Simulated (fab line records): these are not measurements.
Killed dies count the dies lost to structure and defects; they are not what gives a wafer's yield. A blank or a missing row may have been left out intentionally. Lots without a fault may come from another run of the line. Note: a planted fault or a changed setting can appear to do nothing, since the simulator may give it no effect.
What tool caused it? | flow berkeley-cmos170 | 7 lots with 21 wafers sampled at 2 steps, on a route of 331 steps

== WHAT THE GAUGES READ, wafer by wafer ==
UCB170_M2_OVL_MEAS_16.
lot  | measured     | on         | M2_OVL (nm)
L972 | day 8 20:28  | overlay-02 | -5 -2 -4
L977 | day 10 16:35 | overlay-01 | -6 -5 -11
L979 | day 10 16:50 | overlay-01 | -6 -2 -2
L981 | day 11 07:09 | overlay-01 | 1 9 -1
L986 | day 12 12:50 | overlay-01 | 0 -4 1
L990 | day 13 22:26 | overlay-01 | -11 -14 -13
L992 | day 13 21:01 | overlay-01 | 0 0 4

== WHICH TOOL RAN EACH LOT (tool, then ch and the chambers of the sampled wafers, then the start) ==
lot  | UCB170_NWELL_CLEAN_17
L972 | wet-bench-02 ch 0, day 2 21:34
L977 | wet-bench-02 ch 3, day 4 06:46
L979 | wet-bench-01 ch 2, day 4 16:11
L981 | wet-bench-03 ch 0, day 5 01:07
L986 | wet-bench-02 ch 2, day 6 01:25
L990 | wet-bench-02 ch 3, day 6 22:16
L992 | wet-bench-02 ch 1, day 7 06:59
- UCB170_NWELL_CLEAN_17: cleans in SPM, time 600 s.

== THE ANSWER, worked out from the rows above alone ==
Rule: usual is defined by the lots themselves. Put in order of their means at a reading, lots are off if they are a third of the lots or fewer, leave a main group of 4 or more, and stand apart from it by a gap of 3 or more times the standard deviation of the main group's means; of several such gaps the widest counts. Not used: any main group whose means are identical at the precision the tables above print for the reading. Also off: a lot with no number at a reading for which 4 or more lots have one. The other lots that the step has rows for count as sound.
Across all readings shown, no lot is off: no conclusion can be drawn from this.

== WHAT HAD BEEN PUT IN BY THE SIMULATOR ==
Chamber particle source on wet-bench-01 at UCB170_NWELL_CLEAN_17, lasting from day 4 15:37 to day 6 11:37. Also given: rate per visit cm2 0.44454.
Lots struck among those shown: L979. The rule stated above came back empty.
